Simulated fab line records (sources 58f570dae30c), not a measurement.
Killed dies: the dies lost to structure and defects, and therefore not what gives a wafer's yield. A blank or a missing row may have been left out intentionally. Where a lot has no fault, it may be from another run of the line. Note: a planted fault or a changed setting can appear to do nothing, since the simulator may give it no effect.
Split-lot study | flow berkeley-cmos170 | 23 wafers read from 5 lots, route of 331 steps

THE SPLIT ITSELF
At UCB170_V2_CMP_02 (polishes SiO2), the setting leave-above-ref-nm was moved away from the recipe's 1000 nm on 7 of the 23 wafers read, by -5.8% to +4.3%. All remaining wafers had this setting at the recipe value.

No step appears in the file between the split and the reading.

THE READING
Values of V2_POLISHED_THK in nm from UCB170_V2_THK_MEAS_04. A value of 999.8 nm with a standard deviation of 1.5 nm is what fault-free wafers of this fab line usually give.

wafer  | tool, chamber at the split | leave-above-ref-nm as run, nm | against the recipe | V2_POLISHED_THK, nm | against lot-mates on the recipe
L074.1 | cmp-02, 0                  | 1000                          | recipe             | 1002.7              | -
L074.2 | cmp-02, 2,3                | 1000                          | recipe             | 1000.3              | -
L074.4 | cmp-02, 3                  | 1000                          | recipe             | 998.4               | -
L074.5 | cmp-02, 2                  | 1000                          | recipe             | 999.4               | -
L074.6 | cmp-02, 2,3                | 1000                          | recipe             | 1000.2              | -
L077.1 | cmp-01, 1                  | 1000                          | recipe             | 999.0               | -
L077.3 | cmp-01, 3                  | 1000                          | recipe             | 998.7               | -
L077.4 | cmp-01, 2                  | 1000                          | recipe             | 1000.4              | -
L077.5 | cmp-01, 1                  | 942.5                         | -5.8%              | 942.2               | -57.2
L077.6 | cmp-01, 0                  | 942.5                         | -5.8%              | 943.0               | -56.4
L076.1 | cmp-02, 3                  | 1000                          | recipe             | 999.6               | -
L076.2 | cmp-02, 2                  | 1000                          | recipe             | 999.2               | -
L076.4 | cmp-02, 0                  | 1000                          | recipe             | 1003.6              | -
L078.1 | cmp-01, 2                  | 944.4                         | -5.6%              | 944.9               | -55.9
L078.2 | cmp-01, 1                  | 944.4                         | -5.6%              | 943.0               | -57.8
L078.4 | cmp-01, 0                  | 1000                          | recipe             | 1002.1              | -
L078.5 | cmp-01, 0                  | 944.4                         | -5.6%              | 946.8               | -54.0
L078.6 | cmp-01, 1                  | 1000                          | recipe             | 999.5               | -
L082.1 | cmp-02, 1                  | 1000                          | recipe             | 998.4               | -
L082.2 | cmp-02, 0                  | 1043                          | +4.3%              | 1045.9              | +46.4
L082.4 | cmp-02, 2                  | 1000                          | recipe             | 999.9               | -
L082.5 | cmp-02, 3                  | 1043                          | +4.3%              | 1041.7              | +42.2
L082.6 | cmp-02, 0                  | 1000                          | recipe             | 1000.1              | -
When a row names more than one chamber, that row covers several wafers, and the file does not tell which wafer ran in which chamber.

FIT RESULTS
A straight line over all 23 wafers: V2_POLISHED_THK changes by +10 nm for each +1% of leave-above-ref-nm; r = +1.00; the points scatter about the line by 1.6 nm.
The same after taking each lot's own level away (the mean of its wafers on the recipe; 23 wafers): +10.1 nm for each +1%; r = +1.00; scatter 1.5 nm.
On that fit, the largest move of leave-above-ref-nm shifts the reading by 58 nm.
The span of the lots' own levels, 999.37 to 1000.80 nm, comes to 1.0 times the standard deviation stated above.
The two slopes agree, so the slope changes little with the lot-to-lot level.
Check: -57.8 nm against its lot-mates is what the line predicts for one of the wafers moved furthest among these (-5.8%) when that wafer is left out of the fit. Against them it came out at -57.2 nm.

THE OTHER SPLITS THESE WAFERS WENT THROUGH
Before the reading, these wafers also passed through other splits. Each is held against what the fit with the lots' levels taken away leaves over:
other split on the same wafers    | wafers away from the commonest value | r with V2_POLISHED_THK (lot level and that fit taken away)
UCB170_SILICIDE_SPUTTER_01 time-s | 7                                    | +0.08

THE WHOLE CHAIN: every reading that the file lists as answering this split, in the file's order
step                  | what it does  | reading                                                                   | change (the file's fit)            | r (the file's)
UCB170_V2_CMP_02      | polishes SiO2 | SiO2_of_V2_CVD_00.thk-nm (the simulator's own value, which no gauge read) | +10 nm for each +1% of the setting | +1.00
UCB170_V2_THK_MEAS_04 |               | V2_POLISHED_THK                                                           | +10 for each +1% of the setting    | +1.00

FILE'S OWN FIT
V2_POLISHED_THK changes by +10 nm for each +1% of leave-above-ref-nm, r = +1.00.
